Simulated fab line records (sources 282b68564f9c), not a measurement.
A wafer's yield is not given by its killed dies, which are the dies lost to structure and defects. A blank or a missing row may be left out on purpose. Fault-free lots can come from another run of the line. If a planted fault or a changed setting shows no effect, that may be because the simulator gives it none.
2 desks, one fault ; flow rit cmos ; what lay behind the numbers comes last; until then each desk has only its own

METROLOGY DESK
What the gauges read for every lot (on any tool): the sampled wafers with a number, averaged. A lot is out of limits, marked OUT, if its mean lies more than 4 standard deviations from the usual mean; the brackets give that distance.
Columns: A = NWELL_RS at RIT_WELLDRIVE_RS_MEAS_01, usual 275.7 ohm/sq
lot;first seen here;A
L571;day 2 05:13;275.4
L573;day 2 15:52;274.8
L574;day 2 19:28;275.8
L575;day 3 01:55;276.0
L576;day 3 06:06;275.4
L577;day 3 11:57;275.7
L579;day 3 19:49;275.3
L580;day 4 02:22;275.1
L581;day 4 07:59;275.7
L582;day 4 13:38;275.3
L585;day 5 03:16;275.4
L586;day 5 07:51;267.1 (-11) OUT
L588;day 5 19:03;274.4
L589;day 6 00:41;266.6 (-11) OUT
Per this desk, out of limits: L586, L589; the first was L586, day 5 07:51 (NWELL_RS at RIT_WELLDRIVE_RS_MEAS_01). L571, L573, L574, L575, L576, L577, L579, L580, L581, L582, L585, L588: within limits.

AT THE TOOL OWNER'S DESK: implanter-03
RIT_NWELL_IMPLANT_08, tool's own readings: per-lot mean of the sampled wafers with a number, covering each lot this tool ran. A lot is out of limits, marked OUT, if its mean lies more than 4 standard deviations from the usual mean; the brackets give that distance.
Columns: A = dose ions cm2 at RIT_NWELL_IMPLANT_08, usual 5.001e+13; B = faraday current uA at RIT_NWELL_IMPLANT_08, usual 159
lot;first seen here;A;B
L573;day 2 08:46;5.003e+13;157
L574;day 2 11:55;4.998e+13;158
L579;day 3 12:35;5.008e+13;156
L581;day 4 00:31;4.997e+13;157
L585;day 4 19:54;5.001e+13;160
L586;day 5 00:41;5.287e+13 (+52) OUT;169
L589;day 5 17:40;5.285e+13 (+52) OUT;169
This desk's finding: out of limits on L586, L589; first on L586, day 5 00:41 (dose ions cm2 at RIT_NWELL_IMPLANT_08). L573, L574, L579, L581, L585: within limits.

PUT TOGETHER
An alarm could have come from the tool owner's desk at day 5 00:41, on L586, L589.
L586, L589 would have let the metrology desk raise an alarm at day 5 07:51.
All the named lots went through RIT_NWELL_IMPLANT_08 on implanter-03.

WHAT THE SIMULATOR PUT IN
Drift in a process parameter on implanter-03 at RIT_NWELL_IMPLANT_08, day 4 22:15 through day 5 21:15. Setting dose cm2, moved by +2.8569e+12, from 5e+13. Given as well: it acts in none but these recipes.
Lots struck among those shown: L586, L589.
Hours from the fault's start to each desk's first reading out of limits: the tool owner's desk, 2; the metrology desk, 10.
